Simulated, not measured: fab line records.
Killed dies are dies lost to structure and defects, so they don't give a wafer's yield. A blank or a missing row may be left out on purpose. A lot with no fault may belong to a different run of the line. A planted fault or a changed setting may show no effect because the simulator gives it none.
Check for tools in common || flow berkeley cmos170 || 48 wafers sampled across 13 lots

THE REASON FOR OPENING IT
Of 13 lots, 3 have the reading GATE_POLY_THK flagged at UCB170_GATE_THK_MEAS_05. Wafers without a fault read 213.9 nm, standard deviation 2.2.
Rule: flag the lot when none of its wafers has a number, or when each of its wafers that has one lies beyond 4 standard deviations from that mean. As for the other lots, they are considered sound.

{"lot": "L310", "measured": "day 6 20:53", "on": "film metro-04", "GATE_POLY_THK (nm), wafer by wafer": "210.9 211.6 212.1", "flag": ""}
{"lot": "L311", "measured": "day 7 11:29", "on": "film metro-04", "GATE_POLY_THK (nm), wafer by wafer": "213.7 214.1 214.4", "flag": ""}
{"lot": "L313", "measured": "day 7 11:29", "on": "film metro-02", "GATE_POLY_THK (nm), wafer by wafer": "215.2 215.6 216.1", "flag": ""}
{"lot": "L314", "measured": "day 7 11:30", "on": "film metro-03", "GATE_POLY_THK (nm), wafer by wafer": "213.6 213.7 213.0", "flag": ""}
{"lot": "L312", "measured": "day 7 11:33", "on": "film metro-02", "GATE_POLY_THK (nm), wafer by wafer": "216.5 215.6 214.0", "flag": ""}
{"lot": "L309", "measured": "day 7 11:34", "on": "film metro-03", "GATE_POLY_THK (nm), wafer by wafer": "216.5 216.3 216.8", "flag": ""}
{"lot": "L315", "measured": "day 8 11:09", "on": "film metro-03", "GATE_POLY_THK (nm), wafer by wafer": "213.2 214.0 212.7", "flag": ""}
{"lot": "L316", "measured": "day 8 16:16", "on": "film metro-03", "GATE_POLY_THK (nm), wafer by wafer": "211.0 213.1 211.4", "flag": ""}
{"lot": "L317", "measured": "day 8 16:16", "on": "film metro-02", "GATE_POLY_THK (nm), wafer by wafer": "215.6 213.3 215.6", "flag": ""}
{"lot": "L318", "measured": "day 8 16:16", "on": "film metro-04", "GATE_POLY_THK (nm), wafer by wafer": "211.5 211.3 209.5", "flag": ""}
{"lot": "L319", "measured": "day 9 08:41", "on": "film metro-04", "GATE_POLY_THK (nm), wafer by wafer": "160.7 159.4 161.2 160.7 159.3 161.2", "flag": "FLAGGED"}
{"lot": "L321", "measured": "day 9 08:41", "on": "film metro-03", "GATE_POLY_THK (nm), wafer by wafer": "156.8 157.2 157.7 156.8 157.2 157.7", "flag": "FLAGGED"}
{"lot": "L320", "measured": "day 9 08:41", "on": "film metro-02", "GATE_POLY_THK (nm), wafer by wafer": "160.3 158.6 159.2 160.3 158.5 159.2", "flag": "FLAGGED"}
On average the flagged lots' numbers are 159.0 nm, which is -54.9 nm against the usual, or -25 standard deviations.

LOT BY LOT: THE TOOL USED
The record keeps 1 process step preceding the reading, out of 331 steps on the route. In each cell: the tool, then ch and the chambers that the sampled wafers went through, then the start.
{"lot": "L310", "flag": "", "UCB170_GATE_CVD_04": "lpcvd-02 ch 1, day 6 19:28"}
{"lot": "L311", "flag": "", "UCB170_GATE_CVD_04": "lpcvd-02 ch 0, day 7 10:05"}
{"lot": "L313", "flag": "", "UCB170_GATE_CVD_04": "lpcvd-02 ch 1, day 7 10:05"}
{"lot": "L314", "flag": "", "UCB170_GATE_CVD_04": "lpcvd-02 ch 0, day 7 10:05"}
{"lot": "L312", "flag": "", "UCB170_GATE_CVD_04": "lpcvd-02 ch 0, day 7 10:05"}
{"lot": "L309", "flag": "", "UCB170_GATE_CVD_04": "lpcvd-02 ch 1, day 7 10:05"}
{"lot": "L315", "flag": "", "UCB170_GATE_CVD_04": "lpcvd-01 ch 1, day 8 09:45"}
{"lot": "L316", "flag": "", "UCB170_GATE_CVD_04": "lpcvd-01 ch 0, day 8 14:52"}
{"lot": "L317", "flag": "", "UCB170_GATE_CVD_04": "lpcvd-01 ch 0, day 8 14:52"}
{"lot": "L318", "flag": "", "UCB170_GATE_CVD_04": "lpcvd-01 ch 0, day 8 14:52"}
{"lot": "L319", "flag": "FLAGGED", "UCB170_GATE_CVD_04": "lpcvd-01 ch 1, day 9 07:17"}
{"lot": "L321", "flag": "FLAGGED", "UCB170_GATE_CVD_04": "lpcvd-01 ch 1, day 9 07:17"}
{"lot": "L320", "flag": "FLAGGED", "UCB170_GATE_CVD_04": "lpcvd-01 ch 1, day 9 07:17"}
What these steps do:
- UCB170_GATE_CVD_04: deposits poly-Si from SiH4, time 1440 s, target thk 214 nm.
- UCB170_GATE_THK_MEAS_05

FLAGGED OVER TOTAL, TOOL BY TOOL (the gauges that took the reading come last)
{"step": "UCB170_GATE_CVD_04", "tool": "lpcvd-01", "lots run": 7, "flagged": 3, "share of the flagged lots": "all", "sound lots run after its first flagged lot": 0}
{"step": "UCB170_GATE_CVD_04", "tool": "lpcvd-02", "lots run": 6, "flagged": 0, "share of the flagged lots": "none", "sound lots run after its first flagged lot": "-"}
{"step": "UCB170_GATE_THK_MEAS_05", "tool": "film metro-02", "lots run": 4, "flagged": 1, "share of the flagged lots": "some", "sound lots run after its first flagged lot": 0}
{"step": "UCB170_GATE_THK_MEAS_05", "tool": "film metro-03", "lots run": 5, "flagged": 1, "share of the flagged lots": "some", "sound lots run after its first flagged lot": 0}
{"step": "UCB170_GATE_THK_MEAS_05", "tool": "film metro-04", "lots run": 4, "flagged": 1, "share of the flagged lots": "some", "sound lots run after its first flagged lot": 0}

WHAT IS ALLOWED BY THE TABLE
Rows of the table that ran each flagged lot: 1, that is lpcvd-01 at UCB170_GATE_CVD_04.
- lpcvd-01 at UCB170_GATE_CVD_04: 3 of its 7 lots flagged. Last sound lot L316 at day 8 14:52, first flagged lot L319 at day 9 07:17; a fault beginning in between fits. Its own readings lie more than 4 standard deviations out on every wafer of the flagged lots: spike tc centre C, spike tc load C, susceptor temp C.
Just one tool remains: lpcvd-01 at UCB170_GATE_CVD_04.

WHAT THE SIMULATOR PUT IN
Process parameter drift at UCB170_GATE_CVD_04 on lpcvd-01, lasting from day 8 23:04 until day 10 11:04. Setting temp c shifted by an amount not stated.
Shown lots that were struck: L319, L321, L320. The same result came from the rule above.
